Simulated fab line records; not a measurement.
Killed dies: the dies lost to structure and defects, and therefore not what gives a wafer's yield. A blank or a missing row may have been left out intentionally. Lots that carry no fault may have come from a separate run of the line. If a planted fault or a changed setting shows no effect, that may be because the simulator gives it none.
Code-filled problem report in 8D (eight disciplines) form || flow ritCmos || the parts of the form that need people (team, actions taken, sign-off) are left out

== 1. PROBLEM STATEMENT ==
Mean SILICIDE_TI_RS at RIT_SILICIDE_RS_MEAS_02: 57.9 ohm/sq over 6 wafers in 2 lots; fault-free wafers: 48.2 ohm/sq, standard deviation 0.55. That puts it +18 standard deviations away from the usual mean.
The step: measures by four-point-probe.
First observed at day 6 13:08: wafer L498.3, on filmMetro-04. At this step, 42 wafers from 14 lots have a number in the record. The rule behind "out" and "out of limits": a value lying over 4 standard deviations away from the usual mean. The other wafers with a number count as sound.

== 2. WHAT IT IS, WHAT IT ISN'T ==
{"question": "which readings at this step", "is": "SILICIDE_TI_RS", "is not": "-"}
{"question": "which lots", "is": "L498, L500", "is not": "L484, L485, L486, L487, L488, L489, L490, L492, L497, L501, L503, L504"}
{"question": "which wafers of those lots", "is": "all that have a number", "is not": "-"}
{"question": "read on which gauges", "is": "filmMetro-04", "is not": "filmMetro-01, filmMetro-03"}
{"question": "when", "is": "from day 6 13:08", "is not": "up to then (27 sound wafers); but 9 sound wafers of L501, L503, L504 came after"}

== 3. SUSPECTS, AND WHAT RULES EACH OUT ==
Counting: a tool stays on the suspect list if, at a process step up to the reading, it processed all lots that are out and no sound lot following the first of them.
- the gauge at RIT_SILICIDE_RS_MEAS_02: kept. All the wafers that are out were read on filmMetro-04, and no step on other tools shows them out.
- pvdSputter-02 at RIT_SILICIDE_SPUTTER_01 (material Ti, target thk 30 nm, time 240 s): kept. It processed each lot that is out, first L498 at day 6 12:56, and no sound lot thereafter; up to then, the last sound lot it processed was L492 at day 4 20:53.
The count leaves filmMetro-04 at RIT_SILICIDE_RS_MEAS_02 and pvdSputter-02 at RIT_SILICIDE_SPUTTER_01.

== 4. THE CAUSE (what the simulator had put in) ==
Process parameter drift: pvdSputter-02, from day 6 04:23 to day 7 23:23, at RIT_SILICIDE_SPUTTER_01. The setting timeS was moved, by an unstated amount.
This tool is one of the 2 suspects left after counting.

== 5. SEQUENCE OF EFFECTS, ordered by route ==
Each row: a reading where the mean over the struck wafers with a number is more than 3 standard deviations away from the usual. Only readings whose record carries a usual standard deviation are examined. hours: median over the lots of the time between each lot's start at the first step of this table that gives one and its start at this step. sigmas: the change, counted in usual standard deviations.
{"hours": 0, "step": "RIT_SILICIDE_RS_MEAS_02", "reading": "SILICIDE_TI_RS", "usual": "48.2 ohm/sq", "on struck wafers": 57.9, "change": "+9.7", "sigmas": "+18"}
{"hours": 0, "step": "RIT_SILICIDE_THK_MEAS_03", "reading": "SILICIDE_TI_THK", "usual": "29.2 nm", "on struck wafers": 25.4, "change": -3.8, "sigmas": -12}

== 6. HOW IT WOULD HAVE BEEN CAUGHT EARLIER ==
9 hours passed between the start of the fault at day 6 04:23 and the first reading out of limits at a measuring or inspecting step in this record, taken at day 6 13:08.
Tool readings at RIT_SILICIDE_SPUTTER_01 with a usual standard deviation given in the record: none out on any struck wafer, hence no alarm at a limit of 4 standard deviations on them.
Lots out: 2; of these, L500 started RIT_SILICIDE_SPUTTER_01 on pvdSputter-02 after day 6 13:08. Putting the tool on hold at that point would have spared it.
